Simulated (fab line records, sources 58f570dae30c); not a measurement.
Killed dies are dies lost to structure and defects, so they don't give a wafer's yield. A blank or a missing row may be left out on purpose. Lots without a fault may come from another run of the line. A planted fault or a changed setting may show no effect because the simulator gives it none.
Split-lot experiment | flow berkeley_cmos170 | 5 lots, 27 wafers read, on a route of 331 steps

THE SPLIT
At UCB170_M2_DEVELOP_14 (develop time 45 s), the setting develop_time_s was moved away from the recipe's 45 s on 9 of the 27 wafers read, by -56.8% to +19.4%. The other wafers ran this setting at the recipe's value.

The file shows no step between the split and the reading.

THE READING
cd_nm, in nm, at UCB170_M2_CD_MEAS_15 (target cd 700 nm). Fault-free wafers of this fab line usually give 700.1 nm, standard deviation 1.2 nm.

wafer  | tool, chamber at the split | develop_time_s as run, s | against the recipe | cd_nm, nm | against lot-mates on the recipe
L074.1 | litho_track-04, 0          | 45                       | recipe             | 702.3     | -
L074.2 | litho_track-04, 0          | 53.75                    | +19.4%             | 700.2     | -2.5
L074.3 | litho_track-04, 0          | 53.75                    | +19.4%             | 700.2     | -2.5
L074.4 | litho_track-04, 0          | 45                       | recipe             | 702.6     | -
L074.5 | litho_track-04, 0          | 45                       | recipe             | 703.2     | -
L074.6 | litho_track-04, 0          | 53.75                    | +19.4%             | 703.2     | +0.5
L076.1 | litho_track-03, 0          | 45                       | recipe             | 700.2     | -
L076.2 | litho_track-03, 0          | 45                       | recipe             | 699.7     | -
L076.3 | litho_track-03, 0          | 19.42                    | -56.8%             | 705.7     | +5.6
L076.4 | litho_track-03, 0          | 19.42                    | -56.8%             | 706.9     | +6.8
L076.5 | litho_track-03, 0          | 19.42                    | -56.8%             | 707.2     | +7.1
L076.6 | litho_track-03, 0          | 45                       | recipe             | 700.5     | -
L075.2 | litho_track-03, 0          | 45                       | recipe             | 700.4     | -
L075.3 | litho_track-03, 0          | 45                       | recipe             | 700.3     | -
L075.4 | litho_track-03, 0          | 45                       | recipe             | 700.5     | -
L079.1 | litho_track-04, 0          | 45                       | recipe             | 698.4     | -
L079.2 | litho_track-04, 0          | 45                       | recipe             | 698.9     | -
L079.3 | litho_track-04, 0          | 45                       | recipe             | 698.2     | -
L079.4 | litho_track-04, 0          | 45                       | recipe             | 700.5     | -
L079.5 | litho_track-04, 0          | 45                       | recipe             | 699.4     | -
L079.6 | litho_track-04, 0          | 45                       | recipe             | 698.6     | -
L085.1 | litho_track-04, 0          | 45                       | recipe             | 697.9     | -
L085.2 | litho_track-04, 0          | 52.7                     | +17.1%             | 697.8     | -0.6
L085.3 | litho_track-04, 0          | 52.7                     | +17.1%             | 698.6     | +0.2
L085.4 | litho_track-04, 0          | 52.7                     | +17.1%             | 697.1     | -1.3
L085.5 | litho_track-04, 0          | 45                       | recipe             | 697.6     | -
L085.6 | litho_track-04, 0          | 45                       | recipe             | 699.7     | -

THE FIT
A straight line over all 27 wafers: cd_nm changes by -0.0978 nm for each +1% of develop_time_s; r = -0.76; the points scatter about the line by 1.8 nm.
The same after taking each lot's own level away (the mean of its wafers on the recipe; 27 wafers): -0.103 nm for each +1%; r = -0.93; scatter 0.89 nm.
On that fit, the largest move of develop_time_s shifts the reading by 5.8 nm.
The lots' own levels span 698.40 to 702.70 nm, that is 3.6 times the standard deviation above.
So the lot-to-lot level blurs the effect unless lot-mates are compared.
Check: with one of the wafers moved furthest among these (-56.8%) left out of the fit, the line predicts +6.33 nm for it against its lot-mates. It came out at +5.57 nm against them.

OTHER SPLITS ON THESE WAFERS
These wafers also went through other splits before the reading. Each is held against what the fit with the lots' levels taken away leaves over:
other split on the same wafers      | wafers away from the commonest value | r with cd_nm (lot level and that fit taken away)
UCB170_NWELL_OXIDATION_01 ox_time_s | 21                                   | -0.13
UCB170_PWELL_ETCH_14 target_depth_a | 6                                    | -0.28
UCB170_M1_SPUTTER_00 time_s         | 9                                    | -0.01
UCB170_M1_METAL_ETCH_12 time_s      | 12                                   | +0.20

THE FILE'S OWN FIT
cd_nm changes by -0.104 nm for each +1% of develop_time_s, r = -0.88.
